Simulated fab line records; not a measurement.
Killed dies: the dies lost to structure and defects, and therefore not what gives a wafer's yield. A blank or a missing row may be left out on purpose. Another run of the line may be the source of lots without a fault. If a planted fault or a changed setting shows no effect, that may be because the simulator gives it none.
fab line records | flow ritCmos
[record] lots = 5 | wafers = 15 | lastDay = 7
route steps=202 shown CONTACT@178 M1@184
lots that met no fault: taken from a fault-free run of the same line
startH: start of the lot's first displayed wafer, in hours after the record's first day | waitH: how many hours have passed since the lot's step before this one | " repeats the value in the row above | L1.1+2: a single row standing in for several wafers | - no value present, or no start provided | * or withheld: withheld | < > ~ a bound
route shown NAME@n: NAME is a module with steps in the file, n the number in the route of the first one | usual: mean and standard deviation over wafers with no fault | same: alike in all rows | chamber/n: place in a boat | sites: the reading at each site | _std_site: the standard deviation of these | _edge_site: inner sites' mean taken away from outer sites' mean | radiusMm: how far each site lies from the wafer's centre | mask NAME#n: copy n | behind: the tool/chamber that last shaped the wafer | hold: why the lot was held/for how many hours/how that ended | device: names the non-switching transistor (n, p or np) | end of line: at the end of the route, the tests of the same wafers | for a step that has no rows: nothing shown but its recipe | killed: at the first sort, the dies lost to defects and structure; wafer yield is something else | map: the dies of a wafer, with x for killed, . for not killed, _ for no die there
set.NAME: the run value of the setting; set.NAME@STEP: its run value at that earlier step | model.NAME: the simulator's own value behind a step, which no gauge read
lots seen at some steps along the route; tables by step, rows by wafer
services: when a tool's chamber went out of use (startH, in hours from the record's first day, below 0 if earlier), for how many hours, and the reason
[[steps]]
[step RIT_CONTACT_HARDBAKE_10]
[recipe] resist = NOVOLAK | tempC = 140 | timeS = 60
[step RIT_CONTACT_ETCH_11]
[recipe] targetDepthA = 4800 | overEtchFrac = 0.2 | stopOn = TiSi2 | chemistry = CHF3/CF4/Ar | target = SiO2 | CHF3_flow_sccm = 50 | cf4FlowSccm = 10 | Ar_flow_sccm = 100 | O2_flow_sccm = 5 | pressureMtorr = 100 | rfW = 200 | timeS = 320
[usual] O2_flow_sccm = 4.999/0.014 | drypumpMotorCurrentA = 5.8/0.37 | oesProductAu = 0.990/0.018 | throttleValvePct = 8.77/0.11
[same] overEtchFrac = 0.2
lot.wafer | tool       | chamber | startH | waitH | O2_flow_sccm | drypumpMotorCurrentA | oesProductAu | rfHoursCounterH | throttleValvePct
L824.1    | rieDiel-02 | 0       | 61.28  | 0.1   | 4.992        | 5.5                  | 0.983        | 174             | 8.90
L824.2    | "          | 2       | "      | "     | 5.010        | 6.0                  | 0.985        | 142             | 8.80
L824.6    | "          | 1       | "      | "     | 5.002        | 5.8                  | 0.973        | -               | 8.94
L829.2    | rieDiel-04 | 2       | 87.86  | 0.1   | 5.018        | 5.5                  | 0.996        | 148             | 8.70
L829.4    | "          | 1       | "      | "     | 5.010        | 6.9                  | 0.966        | -               | 8.59
L829.6    | "          | 2       | "      | "     | 4.994        | 5.5                  | 0.983        | -               | 8.72
L834.1    | rieDiel-01 | 0       | 114.60 | 0.1   | 4.998        | 5.5                  | 1.013        | 6               | 8.61
L834.5    | "          | 2       | "      | "     | 5.021        | 6.1                  | 0.972        | -               | 8.77
L834.6    | "          | 1       | "      | "     | 5.009        | 5.7                  | 1.018        | -               | 8.62
L844.1    | rieDiel-01 | 0       | 163.45 | 0.1   | 4.994        | 5.5                  | 1.017        | 7               | 8.60
L844.4    | "          | 2       | "      | "     | 4.975        | 6.1                  | 0.966        | 139             | 8.76
L844.6    | "          | 2       | "      | "     | 4.998        | 6.1                  | 0.973        | -               | 8.78
L845.3    | rieDiel-02 | 0       | 166.90 | 0.1   | 5.013        | 5.5                  | 1.021        | 2               | 8.89
L845.5    | "          | 1       | "      | "     | 5.002        | 5.8                  | 0.975        | -               | 8.94
L845.6    | "          | 0       | "      | "     | 5.030        | 5.5                  | 1.028        | -               | 8.89
[step RIT_CONTACT_STRIP_12]
[recipe] chemistry = O2 | timeS = 180 | resist = NOVOLAK | platenTempC = withheld | powerW = 500 | pressureMtorr = 4000 | o2FlowSccm = 4000
[usual] drypumpMotorCurrentA = 5.4/0.47
lot.wafer | tool           | chamber | startH | waitH | drypumpMotorCurrentA | rfHoursCounterH
L824.1    | plasmaAsher-01 | 0       | 61.47  | 0.1   | 5.4                  | 44
L824.2    | "              | 1       | "      | "     | 4.8                  | 44
L824.6    | "              | 1       | "      | "     | 4.8                  | -
L829.2    | plasmaAsher-03 | 1       | 88.06  | 0.1   | 5.0                  | 45
L829.4    | "              | 1       | "      | "     | 4.9                  | -
L829.6    | "              | 0       | "      | "     | 5.7                  | -
L834.1    | plasmaAsher-03 | 0       | 114.80 | 0.1   | 5.7                  | 49
L834.5    | "              | 0       | "      | "     | 5.7                  | -
L834.6    | "              | 1       | "      | "     | 4.9                  | -
L844.1    | plasmaAsher-01 | 1       | 163.64 | 0.1   | 4.8                  | 3
L844.4    | "              | 0       | "      | "     | 5.3                  | -
L844.6    | "              | 0       | "      | "     | 5.4                  | -
L845.3    | plasmaAsher-04 | 0       | 167.15 | 0.2   | 6.2                  | -
L845.5    | "              | 1       | "      | "     | 5.0                  | -
L845.6    | "              | 0       | "      | "     | 6.1                  | -
[step RIT_CONTACT_CD_MEAS_90]
[recipe] targetCdNm = 1000
[usual] cdNm = 999.7/2
lot.wafer | tool     | chamber | startH | waitH | cdNm
L824.1    | cdSem-02 | -       | 61.65  | 0.1   | 1002.8
L824.2    | "        | -       | "      | "     | 1001.2
L824.6    | "        | -       | "      | "     | 1002.7
L829.2    | cdSem-02 | -       | 88.25  | 0.1   | 1001.0
L829.4    | "        | -       | "      | "     | 1000.7
L829.6    | "        | -       | "      | "     | 1002.3
L834.1    | cdSem-02 | -       | 114.97 | 0.1   | 1001.2
L834.5    | "        | -       | "      | "     | 1002.0
L834.6    | "        | -       | "      | "     | 1004.5
L844.1    | cdSem-02 | -       | 163.82 | 0.1   | 994.8
L844.4    | "        | -       | "      | "     | 994.4
L844.6    | "        | -       | "      | "     | 995.2
L845.3    | cdSem-02 | -       | 167.31 | 0.1   | 1001.1
L845.5    | "        | -       | "      | "     | 1001.9
L845.6    | "        | -       | "      | "     | 1002.2
[step RIT_CONTACT_CLEAN_13]
[recipe] chemistry = SC1 | mix = 3:3:50 | timeS = 600 | tempC = 75
[step RIT_CONTACT_CLEAN_14]
[recipe] chemistry = SC2 | mix = 3:3:50 | timeS = 600 | tempC = 75 | dry = n2Spin
[step RIT_M1_SPUTTER_00]
[recipe] material = Al | targetThkNm = 400 | powerW = 2055 | chamberPressurePa = 0.4 | gas = Ar | timeS = 500 | substrateTempC = 25
[usual] throttleValvePct = 29.9/0.52
lot.wafer | tool          | chamber | startH | waitH | throttleValvePct
L824.1    | pvdSputter-03 | -       | 62.12  | 0.0   | 29.5
L824.2    | "             | -       | "      | "     | 30.2
L824.6    | "             | -       | "      | "     | 29.9
L829.2    | pvdSputter-02 | -       | 88.70  | 0.0   | 30.5
L829.4    | "             | -       | "      | "     | 30.1
L829.6    | "             | -       | "      | "     | 30.1
L834.1    | pvdSputter-03 | -       | 115.46 | 0.0   | 29.9
L834.5    | "             | -       | "      | "     | 29.6
L834.6    | "             | -       | "      | "     | 30.5
L844.1    | pvdSputter-03 | -       | 164.29 | 0.0   | 30.1
L844.4    | "             | -       | "      | "     | 30.3
L844.6    | "             | -       | "      | "     | 29.6
L845.3    | pvdSputter-04 | -       | 167.76 | 0.0   | 28.6
L845.5    | "             | -       | "      | "     | 30.3
L845.6    | "             | -       | "      | "     | 28.8
[step RIT_M1_RS_MEAS_01]
[recipe] thkMeasGauge = four-point-probe | reads = Al_of_M1_SPUTTER_00
[usual] M1_AL_RS = 0.0712/0.00075
lot.wafer | tool         | chamber | startH | waitH | M1_AL_RS[ohm/sq]
L824.1    | filmMetro-02 | -       | 62.41  | 0.1   | 0.0709
L824.2    | "            | -       | "      | "     | 0.0709
L824.6    | "            | -       | "      | "     | 0.0701
L829.2    | filmMetro-01 | -       | 89.02  | 0.2   | 0.0708
L829.4    | "            | -       | "      | "     | 0.0699
L829.6    | "            | -       | "      | "     | 0.0699
L834.1    | filmMetro-04 | -       | 115.75 | 0.1   | 0.0722
L834.5    | "            | -       | "      | "     | 0.0715
L834.6    | "            | -       | "      | "     | 0.0724
L844.1    | filmMetro-02 | -       | 164.58 | 0.1   | 0.0712
L844.4    | "            | -       | "      | "     | 0.0717
L844.6    | "            | -       | "      | "     | 0.0707
L845.3    | filmMetro-04 | -       | 168.09 | 0.2   | 0.0713
L845.5    | "            | -       | "      | "     | 0.0712
L845.6    | "            | -       | "      | "     | 0.0705
[step RIT_M1_THK_MEAS_02]
[recipe] thkMeasGauge = xrf | reads = Al_of_M1_SPUTTER_00
[usual] M1_AL_THK = 416/4.2
lot.wafer | tool         | chamber | startH | waitH | M1_AL_THK[nm]
L824.1    | filmMetro-02 | -       | 62.53  | 0.1   | 417
L824.2    | "            | -       | "      | "     | 414
L824.6    | "            | -       | "      | "     | 420
L829.2    | filmMetro-01 | -       | 89.13  | 0.1   | 416
L829.4    | "            | -       | "      | "     | 423
L829.6    | "            | -       | "      | "     | 425
L834.1    | filmMetro-04 | -       | 115.87 | 0.1   | 412
L834.5    | "            | -       | "      | "     | 415
L834.6    | "            | -       | "      | "     | 412
L844.1    | filmMetro-02 | -       | 164.70 | 0.1   | 415
L844.4    | "            | -       | "      | "     | 412
L844.6    | "            | -       | "      | "     | 418
L845.3    | filmMetro-04 | -       | 168.19 | 0.1   | 415
L845.5    | "            | -       | "      | "     | 417
L845.6    | "            | -       | "      | "     | 417
[step RIT_M1_HMDS_03]
[recipe] primeTimeS = 60 | primeTempC = 140
[step RIT_M1_COAT_04]
[recipe] resist = NOVOLAK | spinRpm = 2000 | resistThkNm = 1300
[step RIT_M1_SOFTBAKE_05]
[recipe] resist = NOVOLAK | tempC = 90 | timeS = 60
[step RIT_M1_EXPOSE_06]
[recipe] maskId = M12 | na = 0.6 | sourceShape = conventional | sigmaOuter = 0.5 | targetCdNm = 2600 | doseMj = 250
[usual] exposureDoseMJCm2 = 252.16/0.27 | reticleTempC = 23.00/0.11
[same] sigmaOuter = 0.5
lot.wafer | tool            | chamber | startH | waitH | mask  | exposureDoseMJCm2 | reticleTempC | model.M1.overlayXNm
L824.1    | ilineStepper-02 | 0       | 63.04  | 0.1   | M12#0 | 252.43            | 23.07        | 0.493
L824.2    | "               | 0       | "      | "     | M12#0 | 252.31            | 23.11        | 0.493
L824.6    | "               | 0       | "      | "     | M12#0 | 252.35            | 22.98        | 0.493
L829.2    | ilineStepper-01 | 0       | 89.65  | 0.1   | M12#0 | 252.17            | 22.84        | 5.322
L829.4    | "               | 0       | "      | "     | M12#0 | 252.77            | 22.93        | 5.322
L829.6    | "               | 0       | "      | "     | M12#0 | 252.11            | 23.15        | 5.322
L834.1    | ilineStepper-02 | 0       | 116.51 | 0.2   | M12#0 | 252.09            | 22.81        | -0.7125
L834.5    | "               | 0       | "      | "     | M12#0 | 252.34            | 22.70        | -0.7125
L834.6    | "               | 0       | "      | "     | M12#0 | 252.08            | 23.04        | -0.7125
L844.1    | ilineStepper-02 | 0       | 165.34 | 0.2   | M12#0 | 252.09            | 23.06        | -0.8727
L844.4    | "               | 0       | "      | "     | M12#0 | 252.36            | 23.23        | -0.8727
L844.6    | "               | 0       | "      | "     | M12#0 | 252.12            | 23.18        | -0.8727
L845.3    | ilineStepper-02 | 0       | 168.72 | 0.1   | M12#0 | 252.00            | 23.07        | -0.4467
L845.5    | "               | 0       | "      | "     | M12#0 | 251.99            | 22.99        | -0.4467
L845.6    | "               | 0       | "      | "     | M12#0 | 251.92            | 22.97        | -0.4467
[step RIT_M1_PEB_07]
[recipe] resist = NOVOLAK | tempC = withheld | timeS = withheld
[step RIT_M1_PROBE_99]
[usual] defectLimitedYield = 97.4/1.1 | killedAtContacts = 0.1/0.27 | killedAtFrontEnd = 7/3 | killedDies = 7.0/3 | killedOpen = 3.5/2.1 | killedShort = 3.4/1.9 | sort_bin_3_pad_short = 0.1/0.19 | sort_bin_5_function = 1.4/0.77 | sort_bin_6_memory = 1.1/0.72 | sortNPass = 257.0/3 | sortYieldPct = 97.4/1.1
[same] grossDies = 264 | killed_at_M0_to_M3 = 0 | killed_at_M4_up = 0 | killedAtBackSide = 0 | killedAtOther = 0
lot.wafer | tool      | chamber | startH | waitH | defectLimitedYield[%] | killedAtContacts | killedAtFrontEnd | killedDies | killedOpen | killedShort | sort_bin_3_pad_short[%] | sort_bin_5_function[%] | sort_bin_6_memory[%] | sortNPass | sortYieldPct[%]
L824.1    | prober-01 | -       | 66.13  | 0.1   | 97.0                  | 0                | 8                | 8          | 5          | 3           | 0                       | 1.5                    | 1.5                  | 256.0     | 97.0
L824.2    | prober-01 | -       | 66.18  | 0.1   | 97.0                  | 0                | 8                | 8          | 3          | 5           | 0.4                     | 1.9                    | 0.8                  | 256.0     | 97.0
L824.6    | prober-01 | -       | 66.38  | 0.2   | 96.6                  | 0                | 9                | 9          | 4          | 5           | 0                       | 1.9                    | 1.5                  | 255.0     | 96.6
L829.2    | prober-02 | -       | 95.34  | 0.1   | 94.7                  | 0                | 14               | 14         | 5          | 9           | 0                       | 3.0                    | 2.3                  | 250.0     | 94.7
L829.4    | prober-02 | -       | 95.44  | 0.2   | 95.5                  | 0                | 12               | 12         | 7          | 5           | 0                       | 3.0                    | 1.5                  | 252.0     | 95.5
L829.6    | prober-02 | -       | 95.54  | 0.2   | 96.6                  | 0                | 9                | 9          | 4          | 5           | 0                       | 2.3                    | 1.1                  | 255.0     | 96.6
L844.1    | prober-01 | -       | 168.42 | 0.1   | 97.7                  | 0                | 6                | 6          | 1          | 5           | 0.4                     | 0.4                    | 1.5                  | 258.0     | 97.7
L844.4    | prober-01 | -       | 168.57 | 0.2   | 98.5                  | 1                | 3                | 4          | 2          | 2           | 0                       | 0.8                    | 0.8                  | 260.0     | 98.5
L844.6    | prober-01 | -       | 168.67 | 0.2   | 98.1                  | 0                | 5                | 5          | 1          | 4           | 0                       | 1.5                    | 0.4                  | 259.0     | 98.1
// killed by level:class
L824.1 GATE:geometricParticle:open=3 SILICIDE:geometricParticle:short=2 FOX2:geometricParticle:open=1 REOX:geometricParticle:short=1 SILICIDE:geometricParticle:open=1
L824.2 GATE:geometricParticle:short=2 FOX1:geometricParticle:short=1 FOX2:geometricParticle:open=1 FOX2:geometricParticle:short=1 REOX:geometricParticle:open=1 SILICIDE:geometricParticle:short=1 SILICIDE:geometricParticle:open=1
L824.6 GATE:geometricParticle:open=3 FOX1:geometricParticle:short=2 GATE:geometricParticle:short=2 SILICIDE:geometricParticle:short=1 SILICIDE:geometricParticle:open=1
L829.2 GATE:geometricParticle:short=4 GATE:geometricParticle:open=3 SPACER:geometricParticle:short=3 FOX1:geometricParticle:short=2 FOX1:geometricParticle:open=1 REOX:geometricParticle:open=1
L829.4 SILICIDE:geometricParticle:short=3 GATE:geometricParticle:open=2 SILICIDE:geometricParticle:open=2 FOX2:geometricParticle:open=1 GATE:geometricParticle:short=1 REOX:geometricParticle:short=1 REOX:geometricParticle:open=1 SPACER:geometricParticle:open=1
L829.6 FOX1:geometricParticle:short=2 GATE:geometricParticle:short=2 GATE:geometricParticle:open=2 FOX2:geometricParticle:short=1 SPACER:geometricParticle:open=1 SILICIDE:geometricParticle:open=1
L844.1 FOX1:geometricParticle:short=2 FOX2:geometricParticle:open=1 FOX2:geometricParticle:short=1 GATE:geometricParticle:short=1 SILICIDE:geometricParticle:short=1
L844.4 GATE:geometricParticle:short=1 SPACER:geometricParticle:open=1 SILICIDE:geometricParticle:open=1 CONTACT:geometricParticle:short=1
L844.6 SILICIDE:geometricParticle:short=3 GATE:geometricParticle:short=1 GATE:geometricParticle:open=1
[[services]]
tool            | chamber | startH | hours | kind
rieDiel-04      | -       | 38.59  | 0.4   | repair
rieDiel-02      | 1       | 44.88  | 4.7   | repair
rieDiel-01      | 1       | 45.30  | -     | clean
rieDiel-01      | 1       | 45.30  | 16.1  | scheduledDown
rieDiel-01      | 1       | 45.30  | 16.1  | ventCycle
plasmaAsher-03  | -       | 63.43  | 0.4   | repair
ilineStepper-01 | -       | 64.20  | 1.7   | pm
rieDiel-02      | 1       | 66.11  | 4.4   | repair
rieDiel-04      | 2       | 71.65  | 5.1   | repair
rieDiel-02      | 3       | 77.78  | 5.2   | repair
rieDiel-04      | 3       | 86.38  | 5.6   | repair
ilineStepper-01 | -       | 105.50 | 5.6   | repair
plasmaAsher-01  | -       | 108.87 | 9.0   | pm
rieDiel-04      | 3       | 109.74 | 5.1   | repair
pvdSputter-04   | -       | 111.11 | 2.1   | repair
plasmaAsher-01  | -       | 117.87 | 2.8   | pm
plasmaAsher-01  | -       | 120.62 | 14.6  | pm
rieDiel-02      | 0       | 130.28 | 9.4   | repair
rieDiel-02      | -       | 132.17 | 2.4   | repair
rieDiel-01      | 3       | 133.35 | 11.7  | repair
pvdSputter-02   | -       | 143.79 | 8.6   | repair
pvdSputter-02   | -       | 148.80 | 4.6   | repair
rieDiel-02      | 3       | 159.53 | 3.1   | repair
ilineStepper-02 | 0       | 162.87 | -     | calibration
[[key]]
firstSign none at tools or gauges
[modelEffect] step = RIT_M1_EXPOSE_06 | value = M1.overlayXNm | without = 1.053 | struck = 5.322
metAt RIT_M1_EXPOSE_06
struckWafers L829.2,L829.4,L829.6
alsoFits RIT_CONTACT_ETCH_11:rieDiel-04,RIT_M1_SPUTTER_00:pvdSputter-02
[fault] kind = scannerMatchingOverlay | tool = ilineStepper-01 | chamber = - | onsetH = 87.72 | steps = RIT_M1_EXPOSE_06 | offset = 4.2694
